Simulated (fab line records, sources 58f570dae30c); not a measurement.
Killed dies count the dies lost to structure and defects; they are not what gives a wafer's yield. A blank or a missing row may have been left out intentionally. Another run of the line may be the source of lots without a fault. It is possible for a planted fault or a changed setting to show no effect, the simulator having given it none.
Problem report, 8D (eight disciplines) form, completed by code	flow berkeley_cmos170	the parts of the form that need people (team, actions taken, sign-off) are left out

## 1. WHAT WENT WRONG
Wafers without a fault read 399.7 sccm, standard deviation 1.2; o2_flow_sccm at UCB170_ZERO_STRIP_07 reads a mean of 201.9 sccm on 2 wafers belonging to 2 lots. So: -99 or more standard deviations from the usual mean.
The step: strips in O2.
Earliest sighting: wafer L741.4 on plasma_asher-01 at day 5 06:03. The record holds 42 wafers of 14 lots with a number at this step. By rule, "out" or "out of limits" means more than 4 standard deviations away from the usual mean. All remaining wafers that have a number are taken as sound.

## 2. WHAT THIS IS AND IS NOT
question	is	is not
which readings at this step	o2_flow_sccm, oes_product_au, strip_time_to_endpoint_s	drypump_motor_current_A
which lots	L741, L743	L725, L726, L728, L729, L732, L733, L735, L736, L745, L746, L747, L748
which wafers of those lots	L741.4, L743.2	L741.1, L741.3, L743.3, L743.5
read on which tools	plasma_asher-01	plasma_asher-02, plasma_asher-04
when	from day 5 06:03	up to then (26 sound wafers); but 14 sound wafers of L743, L745, L746, L747, L748 came after

## 3. THE SUSPECTS, EACH WITH WHAT RULES IT OUT
Counting: if a tool at a process step up to the reading ran every lot that is out, it stays a suspect. Sound lots after the first of them don't rule it out here, since some wafers of a struck lot are sound.
- plasma_asher-01 at UCB170_ZERO_STRIP_07 (strips in O2): kept. Every lot that is out went through it, the first being L741 (day 5 06:03); the last sound lot it ran before that was L735 (day 4 03:13). Its own readings are out on those wafers: o2_flow_sccm, oes_product_au, strip_time_to_endpoint_s.
- At UCB170_ZERO_STRIP_07 on plasma_asher-01, chamber 1 took the sound wafers of the same lots and chamber 0 took the wafers that are out.
After counting, what remains is plasma_asher-01 at UCB170_ZERO_STRIP_07.

## 4. THE CAUSE (what the simulator had put in)
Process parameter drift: plasma_asher-01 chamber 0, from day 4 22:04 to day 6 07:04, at UCB170_ZERO_STRIP_07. Setting o2_flow_sccm, moved by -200, from 400. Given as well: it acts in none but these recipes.
Counting left only this tool.

## 5. SEQUENCE OF EFFECTS, ordered by route
Each row: a reading whose mean over the struck wafers that have a number lies more than 3 standard deviations from the usual. Readings are gone through only where the record gives a usual standard deviation; hours: the median, over the lots, of the time from a lot's start at the first step in this table giving one to that lot's start at this step; sigmas: the change measured in usual standard deviations.
hours	step	reading	usual	on struck wafers	change	sigmas
0	UCB170_ZERO_STRIP_07	o2_flow_sccm	399.7 sccm	201.9	-197.8	-99 or more
0	UCB170_ZERO_STRIP_07	oes_product_au	0.728 a.u.	0.669	-0.059	-12
0	UCB170_ZERO_STRIP_07	strip_time_to_endpoint_s	21.53 s	24.61	+3.08	+55
Here are the process steps it includes:
- UCB170_ZERO_STRIP_07: strips in O2.
Later steps that measure or inspect, where all struck wafers having a row at the step show a number for every such reading and not one has moved that far: UCB170_NSD_TW_MEAS_10.

## 6. WHAT WOULD HAVE CAUGHT IT SOONER
In this record the first reading out of limits was taken at day 5 06:03, 8 hours after the fault began at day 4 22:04.
